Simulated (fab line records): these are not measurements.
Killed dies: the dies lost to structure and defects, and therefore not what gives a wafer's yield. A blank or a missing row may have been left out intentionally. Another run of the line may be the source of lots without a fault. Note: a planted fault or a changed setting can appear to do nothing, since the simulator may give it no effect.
Struck lot and sound lot, side by side -- flow rit_cmos -- 15 out of 202 route steps
Sound: the wafers L401.3, L401.4, L401.6. The struck wafers were L407.1, L407.2, L407.3. Last of all comes the cause.
Per side, at each step with rows, come the tool, then ch with its chambers, and then its first start. Under that, the readings that differ: sound wafers -- struck wafers -- difference of the means -- sigmas: that difference in standard deviations of wafers without a fault.
alike: readings with means less than 2 such deviations apart, plus words and numbers identical on both sides. not compared: withheld readings, readings lacking a value on some wafer, bounds such as >300 that could conceal the same value, and numbers that have no deviation in the record and whose values overlap.
A row with sigmas, a row that says differs or no value, or rows on one side alone: a step with any of these is where the two part. When numbers do not overlap yet have no deviation, they are printed without sigmas and do not part them. A reading that every wafer of one side lacks parts them only if that side has two wafers or more.

first, 5 steps without rows for these wafers: RIT_PSD_COAT_01 (resist thk 1000 nm); RIT_PSD_SOFTBAKE_02 (time 60 s); RIT_PSD_EXPOSE_03 (exposes mask M10, target cd 40900 nm); RIT_PSD_PEB_04; RIT_PSD_DEVELOP_05 (develop time 50 s).
RIT_PSD_OVL_MEAS_06:
  sound on overlay-02, day 6 07:34; struck on overlay-02, day 7 11:37
  alike: PSD_OVL
then, 2 steps without rows for these wafers: RIT_PSD_HARDBAKE_07 (time 60 s); RIT_PSD_IMPLANT_08.
RIT_PSD_STRIP_09: strips in O2, time 180 s.
  sound on plasma_asher-03 ch 0,1, day 6 07:57; struck on plasma_asher-03 ch 0,1, day 7 11:57
  alike: drypump_motor_current_A
  not compared: rf_hours_counter_h
RIT_PSD_TW_MEAS_10:
  sound on film_metro-02, day 6 08:05; struck on film_metro-02, day 7 12:07
  alike: PSD_TW
then, 2 steps without rows for these wafers: RIT_SDANNEAL_CLEAN_00 (cleans in SC1, time 600 s); RIT_SDANNEAL_CLEAN_01 (cleans in dHF, time 30 s).
RIT_SDANNEAL_CLEAN_02: cleans in SC2, time 600 s.
  sound on wet_bench-02 ch 0, day 6 08:19; struck on wet_bench-02 ch 3, day 7 12:25
reading,sound,struck,difference,sigmas
run_length_s (s),626 626 626,662 662 662,+36,+10
RIT_SDANNEAL_RTA_03: time 5 s.
  sound on rtp_anneal-02 ch 0, day 6 08:31; struck on rtp_anneal-02 ch 0, day 7 12:37
  alike: ramp_down_c_per_s, wafer_temp_C_max
RIT_M1_PROBE_99:
  rows exist in the record for the sound wafers here (prober-02, day 6 16:32), none for the struck ones

## WHERE THEY PART
Earliest at RIT_SDANNEAL_CLEAN_02; latest, in this record, at RIT_M1_PROBE_99.

WHY: what the simulator had put in
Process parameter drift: wet_bench-02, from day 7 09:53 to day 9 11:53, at RIT_SDANNEAL_CLEAN_02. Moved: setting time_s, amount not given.
